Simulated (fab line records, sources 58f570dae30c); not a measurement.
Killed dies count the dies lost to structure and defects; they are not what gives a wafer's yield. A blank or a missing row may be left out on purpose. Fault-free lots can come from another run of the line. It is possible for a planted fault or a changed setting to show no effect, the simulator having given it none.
Which of the tools did it? ; flow berkeley_cmos170 ; 21 wafers from 7 lots sampled at 2 of the route's 331 steps

## WHAT THE GAUGES READ, wafer by wafer
UCB170_NWELL_OVL_MEAS_12.
lot;measured;on;NWELL_OVL (nm)
L691;day 2 22:43;overlay-02;-3 -5 -3
L693;day 3 07:01;overlay-02;-1 -6 -11
L695;day 3 16:25;overlay-01;0 8 3
L701;day 5 00:08;overlay-02;9 2 8
L705;day 5 16:21;overlay-01;9 6 1
L706;day 6 00:20;overlay-01;2 -4 -6
L710;day 6 22:22;overlay-01;-5 -4 -5

## EACH LOT AND THE TOOL THAT RAN IT (in order: tool; ch and the chambers of the sampled wafers; start)
lot;UCB170_NWELL_DEVELOP_11
L691;litho_track-03 ch 0, day 2 22:00
L693;litho_track-04 ch 0, day 3 06:00
L695;litho_track-03 ch 0, day 3 16:00
L701;litho_track-01 ch 0, day 5 00:00
L705;litho_track-03 ch 0, day 5 16:00
L706;litho_track-03 ch 0, day 6 00:00
L710;litho_track-03 ch 0, day 6 22:00
- UCB170_NWELL_DEVELOP_11: develop time 45 s.

## THE ANSWER, worked out from the rows above alone
Rule: usual is defined by the lots themselves. The widest of any qualifying gaps counts: lots, ordered by their means at a reading, are off when they make up no more than a third of the lots, leave a main group of 4 or more, and stand apart from it by 3 or more times the standard deviation of that group's means. The tables above print the reading to a certain number of digits; a main group whose means all agree to those digits is not used. A lot without any number at a reading at which 4 lots or more have one is off too. The other lots that the step has rows for count as sound.
None of the lots is off at any reading shown; this tells nothing.

## WHAT WAS PUT IN BY THE SIMULATOR
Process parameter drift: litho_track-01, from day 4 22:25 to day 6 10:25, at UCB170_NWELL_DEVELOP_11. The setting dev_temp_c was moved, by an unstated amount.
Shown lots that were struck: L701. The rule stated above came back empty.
